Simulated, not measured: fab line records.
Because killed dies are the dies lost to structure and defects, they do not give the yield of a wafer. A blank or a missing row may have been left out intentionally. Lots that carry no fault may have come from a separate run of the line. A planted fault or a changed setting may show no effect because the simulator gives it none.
Comparing a struck lot with a sound one | flow rit cmos | 16 steps out of a route of 202
Sound: these wafers, L648.2, L648.3, L648.6. Wafers L652.1, L652.4, L652.6 were the ones struck. The cause is named last.
Order at every step that has rows: each side's tool, ch and its chambers, its first start. Under that, the readings that differ: sound wafers | struck wafers | difference of the means | sigmas: that difference in standard deviations of wafers without a fault.
alike: readings with means less than 2 such deviations apart, plus words and numbers identical on both sides. not compared: withheld readings, readings lacking a value on some wafer, bounds such as >300 that could conceal the same value, and numbers that have no deviation in the record and whose values overlap.
The two part at a step that has a row with sigmas, a row that says differs or no value, or rows on one side only. Numbers that don't overlap but have no deviation are shown without sigmas and don't part them. A reading that every wafer of one side lacks parts them only if that side has two wafers or more.

first, 4 steps without rows for these wafers: RIT_PLDD_SOFTBAKE_02 (time 60 s); RIT_PLDD_EXPOSE_03 (exposes mask M8, target cd 40900 nm); RIT_PLDD_PEB_04; RIT_PLDD_DEVELOP_05 (develop time 50 s).
RIT_PLDD_OVL_MEAS_06:
  sound on overlay-02 at day 4 06:22; struck on overlay-02 at day 5 03:08
  alike: PLDD_OVL
then, 2 steps without rows for these wafers: RIT_PLDD_HARDBAKE_07 (time 60 s); RIT_PLDD_IMPLANT_08.
RIT_PLDD_STRIP_09: strips in O2, time 180 s.
  sound on plasma asher-01 ch 0,1, day 4 06:41; struck on plasma asher-03 ch 0,1, day 5 03:28
  alike: drypump motor current A
  not compared: rf hours counter h
RIT_PLDD_TW_MEAS_10:
  sound on film metro-02 at day 4 06:52; struck on film metro-02 at day 5 03:38
  alike: PLDD_TW
then, 3 steps without rows for these wafers: RIT_SPACER_CLEAN_00 (cleans in SC1, time 600 s); RIT_SPACER_CLEAN_01 (cleans in dHF, time 30 s); RIT_SPACER_CLEAN_02 (cleans in SC2, time 600 s).
RIT_SPACER_CVD_03: deposits Si3N4 from SiH2Cl2/NH3, target thk 250 nm, time 3300 s.
  sound on lpcvd-02 ch 1, day 4 07:18; struck on lpcvd-02 ch 1, day 5 07:07
RIT_SPACER_THK_MEAS_04:
  sound on film metro-03 at day 4 09:14; struck on film metro-03 at day 5 09:01
  reading                 | sound             | struck            | difference | sigmas
  SPACER_NITRIDE_THK (nm) | 252.5 253.4 253.5 | 500.8 502.9 500.9 | +248.4     | +99 or more
RIT_SPACER_ETCHBACK_05: etches Si3N4 in SF6/CHF3, stops on SiO2, target depth 250 nm, time 240 s.
  sound on rie diel-04 ch 1,2,3, day 4 09:17; struck on rie diel-04 ch 0,3, day 5 09:05
  reading                                  | sound             | struck            | difference | sigmas
  oes product au (a.u.)                    | 0.842 0.847 0.884 | 0.987 0.978 0.985 | +0.126     | +10
  model.Si3N4_of_SPACER_CVD_03.thk nm (nm) | 197.8 198.4 197.1 | 395.5 395.8 395.7 | +197.9     |
  model.etch.depth nm (nm)                 | 252.6 253.5 253.5 | 304.3 308.7 304   | +52.5      |
  alike: drypump motor current A, rf fwd power W, throttle valve pct
  not compared: rf hours counter h
RIT_M1_PROBE_99:
  sound on prober-02 at day 4 20:37; struck on prober-02 at day 6 03:08
  reading             | sound | struck      | difference | sigmas
  killed at front end | 6 6 6 | 264 264 264 | +258       | +86
  killed dies         | 6 6 6 | 264 264 264 | +258       | +83
  killed on rim       | 0 3 4 | 70 70 70    | +68        | +45
  alike: killed_at_M0_to_M3, killed at contacts, killed open, killed short

WHERE THEY PART
Earliest at RIT_SPACER_THK_MEAS_04; latest, in this record, at RIT_M1_PROBE_99.

WHY: the cause the simulator had injected
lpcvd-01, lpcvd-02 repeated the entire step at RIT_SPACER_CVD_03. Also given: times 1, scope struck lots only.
